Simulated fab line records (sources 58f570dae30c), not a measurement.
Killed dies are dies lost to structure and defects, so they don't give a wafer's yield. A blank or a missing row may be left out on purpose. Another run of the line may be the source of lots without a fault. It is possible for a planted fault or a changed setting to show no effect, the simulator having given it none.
Chamber matching :: flow berkeley-cmos170 :: UCB170_SPACER_CVD_00 on pecvd-01 has 3 sister chambers
The step deposits SiO2 from TEOS/O2, target thk 376 nm, time 47 s. 6 wafers are shown with their chamber, then 7 later ones without.

EACH WAFER AND ITS CHAMBER
wafer: L815.6
chamber: 0
heater-power-w (W): 228
pressure-mtorr (mTorr): 9010

wafer: L816.5
chamber: 2
heater-power-w (W): 397
pressure-mtorr (mTorr): 9024

wafer: L817.5
chamber: 2
heater-power-w (W): 364
pressure-mtorr (mTorr): 9036

wafer: L817.6
chamber: 0
heater-power-w (W): 213
pressure-mtorr (mTorr): 9005

wafer: L825.1
chamber: 1
heater-power-w (W): 296
pressure-mtorr (mTorr): 9003

wafer: L825.4
chamber: 1
heater-power-w (W): 297
pressure-mtorr (mTorr): 9008

WAFERS MISSING THEIR CHAMBER
wafer: L825.5
heater-power-w (W): 225
pressure-mtorr (mTorr): 8990

wafer: L828.1
heater-power-w (W): 253
pressure-mtorr (mTorr): 8998

wafer: L828.3
heater-power-w (W): 374
pressure-mtorr (mTorr): 9000

wafer: L828.6
heater-power-w (W): 239
pressure-mtorr (mTorr): 9003

wafer: L832.2
heater-power-w (W): 300
pressure-mtorr (mTorr): 8995

wafer: L832.3
heater-power-w (W): 224
pressure-mtorr (mTorr): 8997

wafer: L832.5
heater-power-w (W): 341
pressure-mtorr (mTorr): 9022

WHICH CHAMBER EACH WENT THROUGH
wafer: L825.5
from the rows above: 0
in truth: 0

wafer: L828.1
from the rows above: can't be placed: 0 or 1
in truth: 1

wafer: L828.3
from the rows above: can't be placed: 2 or 1
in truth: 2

wafer: L828.6
from the rows above: 0
in truth: 0

wafer: L832.2
from the rows above: 1
in truth: 1

wafer: L832.3
from the rows above: 0
in truth: 0

wafer: L832.5
from the rows above: can't be placed: 2 or 1
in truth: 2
4 of 7 placed correctly. Not placeable from these rows: 3 (in 3, the candidates include the true chamber). 0 placed wrongly.
How it was worked out, from the rows above alone: a wafer's distance from a chamber is the root of the sum, over the readings, of the square of ((its reading less the chamber's mean) divided by the reading's scatter). The wafer belongs to the nearest chamber; if the next one is less than 2 further off, it can't be placed. The mean given for a chamber averages the wafers shown for that chamber. The scatter is the square root of a quotient: the sum, over the shown wafers, of each reading's squared deviation from its chamber's mean, divided by wafers minus chambers.
